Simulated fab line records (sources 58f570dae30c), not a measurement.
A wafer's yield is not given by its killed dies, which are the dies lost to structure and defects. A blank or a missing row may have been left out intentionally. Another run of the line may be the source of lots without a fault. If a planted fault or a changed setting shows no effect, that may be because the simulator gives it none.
Which tool was responsible?    flow berkeleyCmos170    14 lots, 42 wafers sampled, at 4 steps of a route of 331

== WHAT THE GAUGES READ, wafer by wafer ==
UCB170_PVT_OVL_MEAS_06. Usual: for PVT_OVL the level is -1 nm and the standard deviation is 6.2.
lot   measured      on          PVT_OVL (nm)  flag
L957  day 7 15:04   overlay-02  1 0 -2        
L958  day 7 15:14   overlay-01  5 7 8         
L960  day 7 15:20   overlay-02  -1 3 -14      
L959  day 7 15:30   overlay-01  -7 -7 4       
L962  day 7 15:37   overlay-02  4 6 5         
L965  day 8 14:01   overlay-02  -2 -4 -6      
L966  day 9 05:16   overlay-02  1 -8 -14      
L964  day 9 05:26   overlay-01  -2 -1 4       
L967  day 9 05:32   overlay-02  3 6 -4        
L968  day 9 05:50   overlay-02  -10 -12 -12   
L970  day 9 15:17   overlay-02  -2 -6 0       
L976  day 10 11:46  overlay-01  -4 4 -1       
L977  day 11 04:46  overlay-02  7 4 3         
L978  day 11 19:44  overlay-02  0 -6 -6       

UCB170_FIELD_THK_MEAS_91. Usual: for FIELD_OXIDE_LEFT_2_THK the level is 358 nm and the standard deviation is 9.3.
lot   measured      on            FIELD_OXIDE_LEFT_2_THK (nm)  flag
L957  day 7 15:28   filmMetro-03  361 367 365                  
L958  day 7 15:40   filmMetro-02  359 357 361                  
L960  day 7 15:46   filmMetro-03  358 352 354                  
L959  day 7 15:55   filmMetro-02  362 367 367                  
L962  day 7 16:02   filmMetro-03  360 365 372                  
L965  day 8 14:29   filmMetro-03  365 376 369                  
L966  day 9 07:24   filmMetro-03  352 361 355                  
L964  day 9 07:24   filmMetro-04  371 360 371                  
L967  day 9 07:24   filmMetro-02  355 356 355                  
L968  day 9 07:29   filmMetro-02  365 363 365                  
L970  day 9 15:41   filmMetro-02  353 357 342                  
L976  day 10 12:10  filmMetro-04  344 348 353                  
L977  day 11 05:11  filmMetro-02  349 341 352                  
L978  day 11 20:13  filmMetro-04  342 335 342                  

UCB170_NLDD_CD_MEAS_06: target cd 1200 nm. Usual: 1200.1 nm for cdNm, sd 1.2.
lot   measured      on        cdNm (nm)             flag
L957  day 8 14:08   cdSem-01  1198.6 1199.5 1198.4  
L958  day 8 12:34   cdSem-01  1200.3 1200.1 1199.6  
L960  day 8 13:54   cdSem-01  1200.4 1200.8 1200.4  
L959  day 8 12:42   cdSem-01  1201.2 1201.4 1200.9  
L962  day 8 14:00   cdSem-01  1201.1 1200.2 1201.1  
L965  day 9 13:43   cdSem-01  1200.3 1200.6 1199.5  
L966  day 9 22:26   cdSem-02  1201.4 1200.6 1199.3  
L964  day 9 22:47   cdSem-02  1200.5 1200.6 1200.2  
L967  day 9 23:19   cdSem-02  1200.2 1200.8 1200.8  
L968  day 9 23:53   cdSem-01  1199.5 1201.7 1200.9  
L970  day 10 13:28  cdSem-02  1199.4 1199.8 1198.5  
L976  day 11 08:44  cdSem-01  1202.4 1200.3 1200.5  
L977  day 12 08:19  cdSem-01  1200.0 1201.4 1200.5  
L978  day 12 12:40  cdSem-02  1197.2 1196.7 1197.0  

== WHICH TOOL RAN EACH LOT (tool, then ch and the chambers of the sampled wafers, then the start) ==
lot   UCB170_PLDD_EXPOSE_03
L957  krfScanner-02 ch 0, day 8 10:13
L958  krfScanner-01 ch 0, day 8 09:35
L960  krfScanner-02 ch 0, day 8 09:57
L959  krfScanner-02 ch 0, day 8 09:48
L962  krfScanner-02 ch 0, day 8 10:03
L965  krfScanner-01 ch 0, day 9 11:13
L966  krfScanner-01 ch 0, day 9 19:06
L964  krfScanner-01, day 9 19:28
L967  krfScanner-01, day 9 20:02
L968  krfScanner-01 ch 0, day 9 20:20
L970  krfScanner-01 ch 0, day 10 11:15
L976  krfScanner-01 ch 0, day 11 05:20
L977  krfScanner-01 ch 0, day 12 04:26
L978  krfScanner-01 ch 0, day 12 10:09
- UCB170_PLDD_EXPOSE_03: exposes mask PSELECT, target cd 1200 nm.

== AS READ BY THE TOOLS THEMSELVES (means over the sampled wafers that have a number; for cases with no such wafer, the mark the record gives instead) ==
UCB170_PLDD_EXPOSE_03. Usual: exposureDoseMJCm2 29.99, standard deviation 0.035; focusOffsetNm 0.1 nm, standard deviation 0.51.
lot   tool           exposureDoseMJCm2  focusOffsetNm (nm)  flag
L957  krfScanner-02  29.99              0.2                 
L958  krfScanner-01  30.02              0.4                 
L960  krfScanner-02  30.00              0.7                 
L959  krfScanner-02  29.95              -0.3                
L962  krfScanner-02  30.02              0.3                 
L965  krfScanner-01  30.04              0.2                 
L966  krfScanner-01  29.98              0.1                 
L964  krfScanner-01  -                  -                   OFF
L967  krfScanner-01  -                  -                   OFF
L968  krfScanner-01  30.00              0.1                 
L970  krfScanner-01  30.03              -0.1                
L976  krfScanner-01  29.99              -0.2                
L977  krfScanner-01  29.96              0.3                 
L978  krfScanner-01  29.98              0.6                 

== THE ANSWER, worked out from the rows above alone ==
Rule: lot off if the mean of its wafers having a number is beyond 3 standard deviations from the usual mean. A lot without any number at a reading at which 4 lots or more have one is off too. All remaining lots with rows at the step are treated as sound. After the gauges, taken in route order, come the tools' own readings; for these a lot's mean is taken, as printed above. At the first step where some lot is off, the reading lying furthest off is the one used; lots without a number count as furthest.
Off, at UCB170_PLDD_EXPOSE_03 on exposureDoseMJCm2: L964, L967. Without a number there: L964, L967.
A tool fits if, at that step or a process step before it, it ran every lot that is off, and no sound lot after the first of them. No candidate that was tried fits.

== WHAT WAS PUT IN BY THE SIMULATOR ==
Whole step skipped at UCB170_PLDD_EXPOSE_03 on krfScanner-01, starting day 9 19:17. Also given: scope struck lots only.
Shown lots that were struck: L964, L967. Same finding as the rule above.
